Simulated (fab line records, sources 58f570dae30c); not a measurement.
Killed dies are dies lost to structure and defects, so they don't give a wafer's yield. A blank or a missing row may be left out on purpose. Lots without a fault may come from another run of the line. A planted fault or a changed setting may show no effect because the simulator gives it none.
One fault seen from 2 desks | flow berkeley_cmos170 | each desk has only its own numbers; what lay behind them comes last

THE TOOL OWNER'S DESK: pecvd-04
The tool's own readings at UCB170_V2_CVD_00 (deposits SiO2 from TEOS/O2, target thk 2000 nm, time 250 s): means of the sampled wafers that have a number, for each lot that ran on this tool. A lot is out of limits, marked OUT, if its mean lies more than 4 standard deviations from the usual mean; the brackets give that distance.
Columns: A = heater_power_w at UCB170_V2_CVD_00, usual 224 W; B = run_length_s at UCB170_V2_CVD_00, usual 277.9 s
lot  | first seen here | A   | B
L655 | day 7 23:05     | 257 | 277.2
L663 | day 9 10:06     | 246 | 277.2
L668 | day 10 14:32    | 300 | 277.7
L664 | day 10 15:26    | 270 | 296.7 (+38) OUT
L672 | day 11 03:46    | 273 | 296.9 (+38) OUT
This desk's finding: out of limits on L664, L672; first on L664, day 10 15:26 (run_length_s at UCB170_V2_CVD_00). In limits: L655, L663, L668.

THE METROLOGY DESK
What the gauges read, lot by lot, whatever tool the lot ran on: means of the sampled wafers that have a number. A lot is out of limits, marked OUT, if its mean lies more than 4 standard deviations from the usual mean; the brackets give that distance.
Columns: A = V2_TEOS_THK at UCB170_V2_THK_MEAS_01, usual 2002 nm
lot  | first seen here | A
L654 | day 7 19:41     | 1993
L655 | day 7 23:15     | 2041
L656 | day 7 23:30     | 2037
L660 | day 9 06:03     | 2005
L659 | day 9 06:14     | 1969
L661 | day 9 10:04     | 2007
L663 | day 9 10:16     | 2032
L662 | day 9 14:23     | 1977
L668 | day 10 14:41    | 2036
L664 | day 10 15:37    | 2170 (+5.2) OUT
L672 | day 11 03:57    | 2183 (+5.6) OUT
L673 | day 11 04:14    | 1978
L674 | day 11 21:04    | 2017
L675 | day 12 06:00    | 2010
This desk's finding: out of limits on L664, L672; first on L664, day 10 15:37 (V2_TEOS_THK at UCB170_V2_THK_MEAS_01). In limits: L654, L655, L656, L660, L659, L661, L663, L662, L668, L673, L674, L675.

PUT TOGETHER
The tool owner's desk could have raised an alarm at day 10 15:26, on L664, L672.
The metrology desk could have raised an alarm at day 10 15:37, on L664, L672.
Of the lots named, all ran UCB170_V2_CVD_00 on pecvd-04.

WHAT THE SIMULATOR HAD PUT IN
Process parameter drift: pecvd-04, from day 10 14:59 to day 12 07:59, at UCB170_V2_CVD_00. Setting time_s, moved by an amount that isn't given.
Lots struck among those shown: L664, L672.
Hours from the fault's start to each desk's first reading out of limits: the tool owner's desk, 0; the metrology desk, 1.
